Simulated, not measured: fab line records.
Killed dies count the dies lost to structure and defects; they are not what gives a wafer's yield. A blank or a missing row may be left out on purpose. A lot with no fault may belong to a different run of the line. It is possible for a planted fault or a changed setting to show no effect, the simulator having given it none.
fab line records | flow berkeley_cmos170 | part 1 of 2: steps 1 to 28 of 42
[record] lots = 5 | wafers = 15 | last_day = 12
route steps=331 shown M2@284 V2@292 M3@309
lots that met no fault: from a run of the same line without faults
start_h: the number of hours between the record's first day and the start of the first shown wafer of the lot | wait_h: time in hours since the lot's previous step | " repeats the value in the row above | L1.1+2: one row covering several wafers at once | - no value, or no start was given | * or withheld: withheld | < > ~ a bound
route shown NAME@n: names a module that has steps shown in the file, with the first one's number in the route | usual: mean/standard deviation of fault-free wafers | same: alike in all rows | chamber/n: place in a boat | sites: per-site readings | _std_site: how widely they spread, as a standard deviation | _edge_site: the outer-site mean with the inner-site mean subtracted | radius_mm: how far each site lies from the wafer's centre | mask NAME#n: copy n | behind: the tool/chamber that last shaped the wafer | hold: cause of the lot's hold/its duration in hours/its outcome | device: the n, p or np transistor that did not switch | end of line: the route-end tests of the same wafers | a step given without rows: its recipe and nothing more | killed: at the first sort, the dies lost to defects and structure; wafer yield is something else | map: dies across one wafer; x = killed, . = not, _ = none there
set.NAME: the run value of the setting; set.NAME@STEP: its run value at that earlier step | model.NAME: the simulator's own value behind a step, which no gauge read
lots seen at some steps along the route; tables by step, rows by wafer
services: when a tool's chamber went out of use (start_h, in hours from the record's first day, below 0 if earlier), for how many hours, and the reason
[[steps]]
[step UCB170_M2_PEB_13]
[recipe] peb_temp_c = 130 | peb_time_s = withheld | resist = KrF
lot.wafer  | tool           | chamber | start_h | wait_h
L077.1+4+6 | litho_track-04 | 0       | 195.63  | 0.5
L076.1+4+5 | litho_track-01 | 0       | 197.72  | 0.1
L081.1+2+6 | litho_track-02 | 0       | 213.39  | 0.1
L094.2+4+6 | litho_track-02 | 0       | 268.26  | 0.6
L096.1+2+4 | litho_track-02 | 0       | 286.95  | 0.7
[step UCB170_M2_DEVELOP_14]
[recipe] developer = TMAH | develop_time_s = 45 | resist = KrF | dev_temp_c = 21
lot.wafer  | tool           | chamber | start_h | wait_h
L077.1+4+6 | litho_track-04 | 0       | -       | -
L076.1+4+5 | litho_track-01 | 0       | -       | -
L081.1+2+6 | litho_track-02 | 0       | -       | -
L094.2+4+6 | litho_track-02 | 0       | -       | -
L096.1+2+4 | litho_track-02 | 0       | -       | -
[step UCB170_M2_CD_MEAS_15]
[recipe] target_cd_nm = 700
[usual] cd_nm = 699.8/1.3
lot.wafer | tool      | chamber | start_h | wait_h | cd_nm
L077.1    | cd_sem-02 | -       | 195.90  | -      | 698.3
L077.4    | "         | -       | "       | "      | 697.1
L077.6    | "         | -       | "       | "      | 697.8
L076.1    | cd_sem-01 | -       | 197.99  | -      | 698.4
L076.4    | "         | -       | "       | "      | 698.4
L076.5    | "         | -       | "       | "      | 699.3
L081.1    | cd_sem-01 | -       | 213.67  | -      | 699.3
L081.2    | "         | -       | "       | "      | 699.9
L081.6    | "         | -       | "       | "      | 700.0
L094.2    | cd_sem-02 | -       | 268.53  | -      | 700.7
L094.4    | "         | -       | "       | "      | 699.5
L094.6    | "         | -       | "       | "      | 700.3
L096.1    | cd_sem-01 | -       | 287.22  | -      | 701.3
L096.2    | "         | -       | "       | "      | 700.7
L096.4    | "         | -       | "       | "      | 701.7
[step UCB170_M2_OVL_MEAS_16]
[usual] M2_OVL = -1/5.4
lot.wafer | tool       | chamber | start_h | wait_h | M2_OVL[nm]
L077.1    | overlay-02 | -       | 196.02  | 0.1    | -7
L077.4    | "          | -       | "       | "      | 3
L077.6    | "          | -       | "       | "      | 2
L076.1    | overlay-01 | -       | 198.11  | 0.1    | -6
L076.4    | "          | -       | "       | "      | -6
L076.5    | "          | -       | "       | "      | -6
L081.1    | overlay-02 | -       | 213.79  | 0.1    | -3
L081.2    | "          | -       | "       | "      | 2
L081.6    | "          | -       | "       | "      | 1
L094.2    | overlay-01 | -       | 268.64  | 0.1    | 8
L094.4    | "          | -       | "       | "      | 5
L094.6    | "          | -       | "       | "      | 2
L096.1    | overlay-01 | -       | 287.34  | 0.1    | -2
L096.2    | "          | -       | "       | "      | -4
L096.4    | "          | -       | "       | "      | 0
[step UCB170_M2_ETCH_17]
[recipe] chemistry = N2/H2 | target_depth_a = withheld | overetch_a = withheld | target = BARC | time_s = withheld | source_w = 500 | bias_w = 100 | pressure_mtorr = 30 | n2_flow_sccm = 100 | h2_flow_sccm = 200
[usual] drypump_motor_current_A = 5.8/0.44 | oes_product_au = 1.007/0.021 | throttle_valve_pct = 13.30/0.16
lot.wafer | tool        | chamber | start_h | wait_h | drypump_motor_current_A | oes_product_au | throttle_valve_pct
L077.1    | rie_diel-02 | 0       | 196.06  | 0.0    | 5.6                     | 0.983          | 13.13
L077.4    | "           | 2       | "       | "      | 6.3                     | 1.054          | 13.33
L077.6    | "           | 2       | "       | "      | 6.4                     | 1.040          | 13.34
L076.1    | rie_diel-03 | 3       | 198.15  | 0.0    | 5.8                     | 0.994          | 13.40
L076.4    | "           | 2       | "       | "      | 5.9                     | 0.992          | 13.42
L076.5    | "           | 0       | "       | "      | 5.9                     | 1.006          | 13.19
L081.1    | rie_diel-01 | 1       | 213.82  | 0.0    | 5.3                     | 1.016          | 13.45
L081.2    | "           | 3       | "       | "      | 6.3                     | 0.993          | 13.42
L081.6    | "           | 1       | "       | "      | 5.3                     | 1.010          | 13.45
L094.2    | rie_diel-02 | 1       | 268.67  | 0.0    | 4.9                     | 0.999          | 13.49
L094.4    | "           | 2       | "       | "      | 6.3                     | 1.057          | 13.33
L094.6    | "           | 0       | "       | "      | 5.6                     | 0.979          | 13.12
L096.1    | rie_diel-03 | 0       | 287.38  | 0.0    | 5.9                     | 1.003          | 13.21
L096.2    | "           | 1       | "       | "      | 6.1                     | 0.980          | 13.40
L096.4    | "           | 2       | "       | "      | 5.9                     | 1.001          | 13.44
[step UCB170_M2_METAL_ETCH_18]
[recipe] chemistry = Cl2/BCl3 | target = Al | stop_on = SiO2 | pressure_mtorr = 12 | target_depth_a = 11700 | over_etch_frac = 0.3 | time_s = 195 | icp_w = 600 | bias_w = 120 | Cl2_flow_sccm = 90 | bcl3_flow_sccm = 45
[usual] bcl3_flow_sccm = 45.00/0.13 | drypump_motor_current_A = 5.8/0.47 | oes_product_au = 0.856/0.013 | throttle_valve_pct = 24.25/0.17
lot.wafer | tool         | chamber | start_h | wait_h | bcl3_flow_sccm | drypump_motor_current_A | oes_product_au | rf_hours_counter_h | throttle_valve_pct
L077.1    | rie_metal-04 | 0       | 196.10  | -      | 45.15          | 6.0                     | 0.857          | 10                 | 24.50
L077.4    | "            | 0       | "       | "      | 45.16          | 6.0                     | 0.855          | -                  | 24.50
L077.6    | "            | 1       | "       | "      | 45.06          | 5.0                     | 0.857          | -                  | 24.10
L076.1    | rie_metal-01 | 1       | 198.19  | -      | 45.08          | 5.9                     | 0.841          | 7                  | 24.14
L076.4    | "            | 1       | "       | "      | 44.99          | 5.9                     | 0.834          | -                  | 24.14
L076.5    | "            | 1       | "       | "      | 44.80          | 5.9                     | 0.843          | -                  | 24.13
L081.1    | rie_metal-02 | 1       | 213.87  | -      | 44.96          | 6.0                     | 0.844          | 11                 | 24.43
L081.2    | "            | 0       | "       | "      | 45.12          | 5.2                     | 0.884          | 2                  | 24.19
L081.6    | "            | 0       | "       | "      | 45.12          | 5.2                     | 0.868          | -                  | 24.19
L094.2    | rie_metal-01 | 1       | 268.71  | -      | 44.80          | 5.9                     | 0.833          | 9                  | 24.13
L094.4    | "            | 1       | "       | "      | 44.89          | 5.9                     | 0.851          | -                  | 24.12
L094.6    | "            | 1       | "       | "      | 44.87          | 5.9                     | 0.841          | -                  | 24.13
L096.1    | rie_metal-02 | 1       | 287.42  | -      | 44.87          | 6.1                     | 0.842          | 14                 | 24.43
L096.2    | "            | 0       | "       | "      | 44.83          | 5.2                     | 0.869          | 4                  | 24.20
L096.4    | "            | 1       | "       | "      | 44.67          | 6.1                     | 0.848          | -                  | 24.43
[step UCB170_M2_STRIP_19]
[recipe] chemistry = O2 | power_w = 400 | pressure_mtorr = 3500 | platen_temp_c = withheld | o2_flow_sccm = 400 | overash_fraction = 0.5
[usual] drypump_motor_current_A = 6.0/0.43 | oes_product_au = 0.534/0.016
lot.wafer | tool            | chamber | start_h | wait_h | drypump_motor_current_A | oes_product_au | rf_hours_counter_h
L077.1    | plasma_asher-02 | 0       | 196.29  | 0.1    | 6.1                     | 0.544          | 49
L077.4    | "               | 1       | "       | "      | 6.4                     | 0.540          | -
L077.6    | "               | 0       | "       | "      | 6.2                     | 0.558          | -
L076.1    | plasma_asher-03 | 1       | 198.38  | 0.1    | 6.4                     | 0.535          | 41
L076.4    | "               | 1       | "       | "      | 6.4                     | 0.538          | -
L076.5    | "               | 0       | "       | "      | 5.2                     | 0.546          | -
L081.1    | plasma_asher-03 | 0       | 214.05  | 0.1    | 5.2                     | 0.521          | 43
L081.2    | "               | 1       | "       | "      | 6.4                     | 0.512          | 43
L081.6    | "               | 1       | "       | "      | 6.4                     | 0.512          | -
L094.2    | plasma_asher-03 | 0       | 268.90  | 0.1    | 5.2                     | 0.548          | 51
L094.4    | "               | 1       | "       | "      | 6.4                     | 0.544          | -
L094.6    | "               | 1       | "       | "      | 6.4                     | 0.551          | -
L096.1    | plasma_asher-03 | 0       | 287.61  | 0.1    | 5.2                     | 0.518          | 53
L096.2    | "               | 1       | "       | "      | 6.4                     | 0.515          | 53
L096.4    | "               | 0       | "       | "      | 5.2                     | 0.532          | -
[step UCB170_M2_CD_MEAS_90]
[recipe] target_cd_nm = 700
[usual] cd_nm = 699/3.4
lot.wafer | tool      | chamber | start_h | wait_h | cd_nm
L077.1    | cd_sem-02 | -       | 196.39  | 0.1    | 704
L077.4    | "         | -       | "       | "      | 699
L077.6    | "         | -       | "       | "      | 701
L076.1    | cd_sem-02 | -       | 198.48  | 0.1    | 694
L076.4    | "         | -       | "       | "      | 696
L076.5    | "         | -       | "       | "      | 695
L081.1    | cd_sem-02 | -       | 214.15  | 0.1    | 704
L081.2    | "         | -       | "       | "      | 696
L081.6    | "         | -       | "       | "      | 695
L094.2    | cd_sem-01 | -       | 269.02  | 0.1    | 701
L094.4    | "         | -       | "       | "      | 702
L094.6    | "         | -       | "       | "      | 702
L096.1    | cd_sem-02 | -       | 287.71  | 0.1    | 703
L096.2    | "         | -       | "       | "      | 695
L096.4    | "         | -       | "       | "      | 704
[step UCB170_V2_CVD_00]
[recipe] material = SiO2 | target_thk_nm = 2000 | temp_c = 390 | precursor = TEOS/O2 | time_s = 250 | rf_w = 550 | pressure_mtorr = 9000
[usual] heater_power_w = 259/56
lot.wafer | tool     | chamber | start_h | wait_h | heater_power_w
L077.1    | pecvd-01 | 0       | 196.51  | 0.1    | 202
L077.4    | "        | 0       | "       | "      | 272
L077.6    | "        | 2       | "       | "      | 245
L076.1    | pecvd-03 | 1       | 198.60  | 0.1    | 297
L076.4    | "        | 2       | "       | "      | 289
L076.5    | "        | 0       | "       | "      | 199
L081.1    | pecvd-04 | 0       | 214.27  | 0.1    | 179
L081.2    | "        | 2       | "       | "      | 302
L081.6    | "        | 0       | "       | "      | 167
L094.2    | pecvd-01 | 0       | 269.12  | 0.1    | 265
L094.4    | "        | 2       | "       | "      | 246
L094.6    | "        | 0       | "       | "      | 198
L096.1    | pecvd-01 | 2       | 287.83  | 0.1    | 313
L096.2    | "        | 1       | "       | "      | 237
L096.4    | "        | 1       | "       | "      | 176
[step UCB170_V2_THK_MEAS_01]
[recipe] reads = SiO2_of_V2_CVD_00
[usual] V2_TEOS_THK = 1989/27
lot.wafer | tool          | chamber | start_h | wait_h | V2_TEOS_THK[nm]
L077.1    | film_metro-04 | -       | 196.66  | 0.1    | 1970
L077.4    | "             | -       | "       | "      | 2029
L077.6    | "             | -       | "       | "      | 1997
L076.1    | film_metro-02 | -       | 198.75  | 0.1    | 1948
L076.4    | "             | -       | "       | "      | 2001
L076.5    | "             | -       | "       | "      | 1997
L081.1    | film_metro-02 | -       | 214.51  | 0.2    | 1953
L081.2    | "             | -       | "       | "      | 2015
L081.6    | "             | -       | "       | "      | 1988
L094.2    | film_metro-02 | -       | 269.29  | 0.1    | 1983
L094.4    | "             | -       | "       | "      | 2001
L094.6    | "             | -       | "       | "      | 2030
L096.1    | film_metro-02 | -       | 287.99  | 0.1    | 1960
L096.2    | "             | -       | "       | "      | 1932
L096.4    | "             | -       | "       | "      | 1970
[step UCB170_V2_CMP_02]
[recipe] material = SiO2 | down_force_psi = 6 | platen_rpm = 60 | pad_velocity_m_s = 0.75398
[usual] motor_current_A = 16.2/2.5
lot.wafer | tool   | chamber | start_h | wait_h | motor_current_A
L077.4    | cmp-02 | 2       | 196.77  | 0.1    | 16.3
L077.1    | "      | 0       | "       | "      | 12.3
L077.6    | "      | 2       | "       | "      | 16.6
L076.4    | cmp-02 | 1       | 198.81  | 0.0    | 17.0
L076.1    | "      | 0       | "       | "      | 12.2
L076.5    | "      | 2       | "       | "      | 17.3
L081.2    | cmp-02 | 1       | 214.57  | 0.0    | 16.8
L081.1    | "      | 0       | "       | "      | 12.2
L081.6    | "      | 1       | "       | "      | 16.1
L094.2    | cmp-02 | 3       | 269.34  | 0.0    | 17.9
L094.4    | "      | 2       | "       | "      | 15.6
L094.6    | "      | 0       | "       | "      | 11.6
L096.1    | cmp-01 | 0       | 288.10  | 0.1    | 13.4
L096.2    | "      | 1       | "       | "      | 18.6
L096.4    | "      | 2       | "       | "      | 15.8
[step UCB170_V2_BOW_MEAS_03]
[recipe] mode = bow
[usual] V2_BOW = 36/6.5
lot.wafer | tool          | chamber | start_h | wait_h | V2_BOW[um]
L077.1    | film_metro-04 | -       | 197.02  | 0.1    | 37
L077.4    | "             | -       | "       | "      | 39
L077.6    | "             | -       | "       | "      | 40
L076.1    | film_metro-04 | -       | 199.11  | 0.1    | 32
L076.4    | "             | -       | "       | "      | 48
L076.5    | "             | -       | "       | "      | 46
L081.1    | film_metro-04 | -       | 214.87  | 0.1    | 37
L081.2    | "             | -       | "       | "      | 38
L081.6    | "             | -       | "       | "      | 44
L094.2    | film_metro-01 | -       | 269.66  | 0.3    | 44
L094.4    | "             | -       | "       | "      | 36
L094.6    | "             | -       | "       | "      | 29
L096.1    | film_metro-01 | -       | 288.35  | 0.2    | 26
L096.2    | "             | -       | "       | "      | 43
L096.4    | "             | -       | "       | "      | 38
[step UCB170_V2_THK_MEAS_04]
[recipe] reads = SiO2_of_V2_CVD_00
[usual] V2_POLISHED_THK = 1000.7/1.1
lot.wafer | tool          | chamber | start_h | wait_h | V2_POLISHED_THK[nm]
L077.1    | film_metro-04 | -       | 197.14  | 0.1    | 1000.4
L077.4    | "             | -       | "       | "      | 1002.2
L077.6    | "             | -       | "       | "      | 998.6
L076.1    | film_metro-04 | -       | 199.23  | 0.1    | 1001.8
L076.4    | "             | -       | "       | "      | 1001.7
L076.5    | "             | -       | "       | "      | 1002.4
L081.1    | film_metro-04 | -       | 214.99  | 0.1    | 1000.7
L081.2    | "             | -       | "       | "      | 1001.6
L081.6    | "             | -       | "       | "      | 1003.5
L094.2    | film_metro-01 | -       | 269.77  | 0.1    | 1000.5
L094.4    | "             | -       | "       | "      | 1001.7
L094.6    | "             | -       | "       | "      | 1002.0
L096.1    | film_metro-01 | -       | 288.47  | 0.1    | 1000.1
L096.2    | "             | -       | "       | "      | 999.7
L096.4    | "             | -       | "       | "      | 1002.2
[step UCB170_V2_CLEAN_05]
[recipe] chemistry = DIW
lot.wafer  | tool         | chamber | start_h | wait_h
L077.1+4+6 | wet_bench-02 | 3       | 197.20  | 0.1
L076.1+4+5 | wet_bench-02 | 2       | 199.29  | 0.1
L081.1+2+6 | wet_bench-04 | 3       | 215.67  | 0.7
L094.2+4+6 | wet_bench-01 | 3       | 269.82  | 0.0
L096.1+2+4 | wet_bench-04 | 2       | 288.58  | 0.1
[step UCB170_V2_HMDS_06]
[recipe] prime_time_s = 60 | prime_temp_c = 100
lot.wafer  | tool           | chamber | start_h | wait_h
L077.1+4+6 | litho_track-03 | 0       | 197.38  | 0.0
L076.1+4+5 | litho_track-03 | 0       | 199.69  | 0.2
L081.1+2+6 | litho_track-01 | 0       | 216.41  | 0.6
L094.2+4+6 | litho_track-04 | 0       | 270.17  | 0.2
L096.1+2+4 | litho_track-01 | 0       | 289.03  | 0.3
[step UCB170_V2_COAT_07]
[recipe] resist = KrF | spin_rpm = 1535 | resist_thk_nm = 900
lot.wafer  | tool           | chamber | start_h | wait_h
L077.1+4+6 | litho_track-03 | 0       | 197.53  | 0.1
L076.1+4+5 | litho_track-03 | 0       | 199.84  | 0.1
L081.1+2+6 | litho_track-01 | 0       | 216.56  | 0.1
L094.2+4+6 | litho_track-04 | 0       | 270.32  | 0.1
L096.1+2+4 | litho_track-01 | 0       | 289.18  | 0.1
[step UCB170_V2_SOFTBAKE_08]
[recipe] resist = KrF | temp_c = 130 | time_s = 60
lot.wafer  | tool           | chamber | start_h | wait_h
L077.1+4+6 | litho_track-03 | 0       | 197.68  | 0.1
L076.1+4+5 | litho_track-03 | 0       | 199.99  | 0.1
L081.1+2+6 | litho_track-01 | 0       | 216.71  | 0.1
L094.2+4+6 | litho_track-04 | 0       | 270.47  | 0.1
L096.1+2+4 | litho_track-01 | 0       | 289.33  | 0.1
[step UCB170_V2_EXPOSE_09]
[recipe] mask_id = VIA2 | target_cd_nm = 700 | na = 0.5 | sigma_outer = 0.6 | source_shape = conventional | dose_mj = 37
lot.wafer  | tool           | chamber | start_h | wait_h | mask
L077.1+4+6 | krf_scanner-02 | 0       | 197.83  | 0.1    | VIA2#0
L076.1+4+5 | krf_scanner-02 | 0       | 200.14  | 0.1    | VIA2#0
L081.1+2+6 | krf_scanner-02 | 0       | 217.21  | 0.5    | VIA2#0
L094.2+4+6 | krf_scanner-01 | 0       | 270.74  | 0.2    | VIA2#0
L096.1+2+4 | krf_scanner-01 | 0       | 289.48  | 0.1    | VIA2#0
[step UCB170_V2_PEB_10]
[recipe] peb_temp_c = 130 | peb_time_s = withheld | resist = KrF
lot.wafer  | tool           | chamber | start_h | wait_h
L077.1+4+6 | litho_track-03 | 0       | 197.95  | 0.1
L076.1+4+5 | litho_track-04 | 0       | 200.77  | 0.6
L081.1+2+6 | litho_track-01 | 0       | 218.04  | 0.8
L094.2+4+6 | litho_track-03 | 0       | 270.87  | 0.1
L096.1+2+4 | litho_track-03 | 0       | 289.94  | 0.4
[step UCB170_V2_DEVELOP_11]
[recipe] developer = TMAH | develop_time_s = 45 | resist = KrF | dev_temp_c = 21
lot.wafer  | tool           | chamber | start_h | wait_h
L077.1+4+6 | litho_track-03 | 0       | -       | -
L076.1+4+5 | litho_track-04 | 0       | -       | -
L081.1+2+6 | litho_track-01 | 0       | -       | -
L094.2+4+6 | litho_track-03 | 0       | -       | -
L096.1+2+4 | litho_track-03 | 0       | -       | -
[step UCB170_V2_CD_MEAS_12]
[recipe] target_cd_nm = 700
[usual] cd_nm = 700.6/1.3
lot.wafer | tool      | chamber | start_h | wait_h | cd_nm
L077.1    | cd_sem-02 | -       | 198.22  | -      | 701.3
L077.4    | "         | -       | "       | "      | 700.3
L077.6    | "         | -       | "       | "      | 700.3
L076.1    | cd_sem-01 | -       | 201.05  | -      | 699.7
L076.4    | "         | -       | "       | "      | 700.6
L076.5    | "         | -       | "       | "      | 699.2
L081.1    | cd_sem-01 | -       | 218.31  | -      | 701.5
L081.2    | "         | -       | "       | "      | 702.4
L081.6    | "         | -       | "       | "      | 700.8
L094.2    | cd_sem-02 | -       | 271.14  | -      | 702.1
L094.4    | "         | -       | "       | "      | 702.1
L094.6    | "         | -       | "       | "      | 702.0
L096.1    | cd_sem-02 | -       | 290.22  | -      | 702.1
L096.2    | "         | -       | "       | "      | 701.6
L096.4    | "         | -       | "       | "      | 701.6
[step UCB170_V2_OVL_MEAS_13]
[usual] V2_OVL = 0/5.8
lot.wafer | tool       | chamber | start_h | wait_h | V2_OVL[nm]
L077.1    | overlay-01 | -       | 198.34  | 0.1    | 1
L077.4    | "          | -       | "       | "      | 5
L077.6    | "          | -       | "       | "      | 4
L076.1    | overlay-02 | -       | 201.17  | 0.1    | -4
L076.4    | "          | -       | "       | "      | 6
L076.5    | "          | -       | "       | "      | 2
L081.1    | overlay-02 | -       | 218.43  | 0.1    | -4
L081.2    | "          | -       | "       | "      | -1
L081.6    | "          | -       | "       | "      | -3
L094.2    | overlay-01 | -       | 271.24  | 0.1    | -2
L094.4    | "          | -       | "       | "      | -2
L094.6    | "          | -       | "       | "      | -2
L096.1    | overlay-02 | -       | 290.34  | 0.1    | -2
L096.2    | "          | -       | "       | "      | 6
L096.4    | "          | -       | "       | "      | -4
[step UCB170_V2_ETCH_14]
[recipe] chemistry = CHF3/CF4/Ar | target = SiO2 | stop_on = Al | CHF3_flow_sccm = 45 | cf4_flow_sccm = 15 | Ar_flow_sccm = 150 | pressure_mtorr = 200 | rf_w = 700 | target_depth_a = 12500 | over_etch_frac = 0.25 | time_s = 291
[usual] drypump_motor_current_A = 5.9/0.41 | mfc_ar_sccm = 150.0/0.48 | oes_product_au = 0.875/0.012 | throttle_valve_pct = 6.93/0.14
lot.wafer | tool        | chamber | start_h | wait_h | drypump_motor_current_A | mfc_ar_sccm | oes_product_au | rf_hours_counter_h | throttle_valve_pct
L077.1    | rie_diel-04 | 1       | 198.38  | 0.0    | 6.3                     | 149.5       | 0.859          | 10                 | 7.10
L077.4    | "           | 0       | "       | "      | 6.0                     | 150.1       | 0.866          | 20                 | 7.07
L077.6    | "           | 1       | "       | "      | 6.3                     | 149.8       | 0.854          | -                  | 7.11
L076.1    | rie_diel-03 | 2       | 201.20  | 0.0    | 5.9                     | 149.2       | 0.889          | 54                 | 7.08
L076.4    | "           | 2       | "       | "      | 5.9                     | 150.0       | 0.892          | -                  | 7.07
L076.5    | "           | 0       | "       | "      | 5.9                     | 149.9       | 0.882          | -                  | 6.79
L081.1    | rie_diel-01 | 3       | 218.47  | 0.0    | 6.3                     | 150.1       | 0.884          | 46                 | 7.05
L081.2    | "           | 0       | "       | "      | 5.4                     | 150.0       | 0.879          | 9                  | 6.77
L081.6    | "           | 3       | "       | "      | 6.3                     | 150.2       | 0.884          | -                  | 7.05
L094.2    | rie_diel-01 | 3       | 271.27  | 0.0    | 6.3                     | 150.5       | 0.887          | 49                 | 7.06
L094.4    | "           | 2       | "       | "      | 6.4                     | 150.7       | 0.882          | 49                 | 6.88
L094.6    | "           | 0       | "       | "      | 5.4                     | 149.6       | 0.876          | -                  | 6.76
L096.1    | rie_diel-03 | 1       | 290.37  | 0.0    | 6.1                     | 150.6       | 0.858          | 4                  | 6.99
L096.2    | "           | 2       | "       | "      | 5.9                     | 150.6       | 0.894          | 59                 | 7.08
L096.4    | "           | 3       | "       | "      | 5.8                     | 149.3       | 0.852          | 2                  | 6.97
[step UCB170_V2_STRIP_15]
[recipe] chemistry = O2 | power_w = 400 | pressure_mtorr = 3500 | platen_temp_c = withheld | o2_flow_sccm = 400 | overash_fraction = 0.5
[usual] drypump_motor_current_A = 5.9/0.46 | oes_product_au = 0.722/0.005 | strip_time_to_endpoint_s = 15.05/0.1
lot.wafer | tool            | chamber | start_h | wait_h | drypump_motor_current_A | oes_product_au | rf_hours_counter_h | strip_time_to_endpoint_s
L077.1    | plasma_asher-04 | 0       | 198.56  | 0.1    | 5.6                     | 0.721          | 50                 | 15.15
L077.4    | "               | 0       | "       | "      | 5.6                     | 0.714          | -                  | 15.30
L077.6    | "               | 1       | "       | "      | 5.5                     | 0.726          | -                  | 15.15
L076.1    | plasma_asher-01 | 1       | 201.38  | 0.1    | 6.0                     | 0.728          | 12                 | 15.03
L076.4    | "               | 1       | "       | "      | 6.0                     | 0.718          | -                  | 15.12
L076.5    | "               | 0       | "       | "      | 6.3                     | 0.714          | -                  | 14.97
L081.1    | plasma_asher-01 | 0       | 218.65  | 0.1    | 6.2                     | 0.722          | 14                 | 15.08
L081.2    | "               | 1       | "       | "      | 6.0                     | 0.719          | 14                 | 14.98
L081.6    | "               | 0       | "       | "      | 6.3                     | 0.714          | -                  | 15.11
L094.2    | plasma_asher-03 | 0       | 271.45  | 0.1    | 5.2                     | 0.722          | 51                 | 15.02
L094.4    | "               | 1       | "       | "      | 6.4                     | 0.717          | -                  | 14.79
L094.6    | "               | 1       | "       | "      | 6.4                     | 0.720          | -                  | 14.90
L096.1    | plasma_asher-01 | 1       | 290.58  | 0.1    | 6.0                     | 0.719          | 23                 | 15.05
L096.2    | "               | 0       | "       | "      | 6.2                     | 0.716          | 23                 | 15.17
L096.4    | "               | 0       | "       | "      | 6.2                     | 0.724          | -                  | 15.24
[step UCB170_V2_CD_MEAS_90]
[recipe] target_cd_nm = 700
[usual] cd_nm = 700.6/1.4
lot.wafer | tool      | chamber | start_h | wait_h | cd_nm
L077.1    | cd_sem-02 | -       | 198.66  | 0.1    | 701.3
L077.4    | "         | -       | "       | "      | 699.4
L077.6    | "         | -       | "       | "      | 700.4
L076.1    | cd_sem-02 | -       | 201.48  | 0.1    | 699.5
L076.4    | "         | -       | "       | "      | 699.9
L076.5    | "         | -       | "       | "      | 699.3
L081.1    | cd_sem-02 | -       | 218.75  | 0.1    | 701.3
L081.2    | "         | -       | "       | "      | 702.0
L081.6    | "         | -       | "       | "      | 700.9
L094.2    | cd_sem-02 | -       | 271.57  | 0.1    | 702.2
L094.4    | "         | -       | "       | "      | 702.1
L094.6    | "         | -       | "       | "      | 701.9
L096.1    | cd_sem-01 | -       | 290.68  | 0.1    | 702.3
L096.2    | "         | -       | "       | "      | 700.8
L096.4    | "         | -       | "       | "      | 701.4
[step UCB170_M3_PRE_CLEAN_00]
[recipe] gas = Ar | preclean_etch_time_s = 60
lot.wafer  | tool           | chamber | start_h | wait_h
L077.1+4+6 | pvd_sputter-04 | -       | 198.78  | 0.1
L076.1+4+5 | pvd_sputter-01 | -       | 201.60  | 0.1
L081.1+2+6 | pvd_sputter-01 | -       | 218.87  | 0.1
L094.2+4+6 | pvd_sputter-02 | -       | 271.67  | 0.1
L096.1+2+4 | pvd_sputter-01 | -       | 290.80  | 0.1
[step UCB170_M3_SPUTTER_01]
[recipe] material = Al | target_thk_nm = 900 | time_s = 120 | power_w = 6000 | chamber_pressure_pa = 0.5
[usual] cathode_dc_power_W = 6000.0/1.1 | chamber_pressure_pa = 0.5000/0.001 | throttle_valve_pct = 30.1/1.2
lot.wafer | tool           | chamber | start_h | wait_h | cathode_dc_power_W | chamber_pressure_pa | throttle_valve_pct
L077.1    | pvd_sputter-04 | -       | 198.84  | 0.0    | 6000.1             | 0.5002              | 29.8
L077.4    | "              | -       | "       | "      | 6000.4             | 0.5016              | 33.1
L077.6    | "              | -       | "       | "      | 6000.8             | 0.5017              | 33.1
L076.1    | pvd_sputter-01 | -       | 201.67  | 0.0    | 6001.6             | 0.5004              | 28.9
L076.4    | "              | -       | "       | "      | 6000.2             | 0.4996              | 29.7
L076.5    | "              | -       | "       | "      | 5999.9             | 0.4989              | 30.4
L081.1    | pvd_sputter-01 | -       | 218.93  | 0.0    | 5999.1             | 0.4990              | 29.9
L081.2    | "              | -       | "       | "      | 6000.6             | 0.5000              | 30.0
L081.6    | "              | -       | "       | "      | 5998.7             | 0.4988              | 29.7
L094.2    | pvd_sputter-02 | -       | 271.74  | 0.0    | 5999.0             | 0.4996              | 29.8
L094.4    | "              | -       | "       | "      | 5999.0             | 0.5002              | 28.2
L094.6    | "              | -       | "       | "      | 6001.1             | 0.4990              | 28.2
L096.1    | pvd_sputter-01 | -       | 290.87  | 0.0    | 5999.9             | 0.4990              | 30.4
L096.2    | "              | -       | "       | "      | 6000.4             | 0.5000              | 30.0
L096.4    | "              | -       | "       | "      | 6001.0             | 0.4993              | 29.2
[step UCB170_M3_RS_MEAS_02]
[recipe] thk_meas_gauge = four-point-probe | reads = Al_of_M3_SPUTTER_01
[usual] M3_AL_RS = 0.0318/0.00031
lot.wafer | tool          | chamber | start_h | wait_h | M3_AL_RS[ohm/sq]
L077.1    | film_metro-01 | -       | 198.93  | 0.0    | 0.0322
L077.4    | "             | -       | "       | "      | 0.0318
L077.6    | "             | -       | "       | "      | 0.0316
L076.1    | film_metro-04 | -       | 201.75  | 0.0    | 0.0321
L076.4    | "             | -       | "       | "      | 0.0320
L076.5    | "             | -       | "       | "      | 0.0317
L081.1    | film_metro-01 | -       | 219.02  | 0.0    | 0.0317
L081.2    | "             | -       | "       | "      | 0.0317
L081.6    | "             | -       | "       | "      | 0.0316
L094.2    | film_metro-03 | -       | 271.84  | 0.1    | 0.0319
L094.4    | "             | -       | "       | "      | 0.0315
L094.6    | "             | -       | "       | "      | 0.0319
L096.1    | film_metro-04 | -       | 290.95  | 0.0    | 0.0318
L096.2    | "             | -       | "       | "      | 0.0320
L096.4    | "             | -       | "       | "      | 0.0323
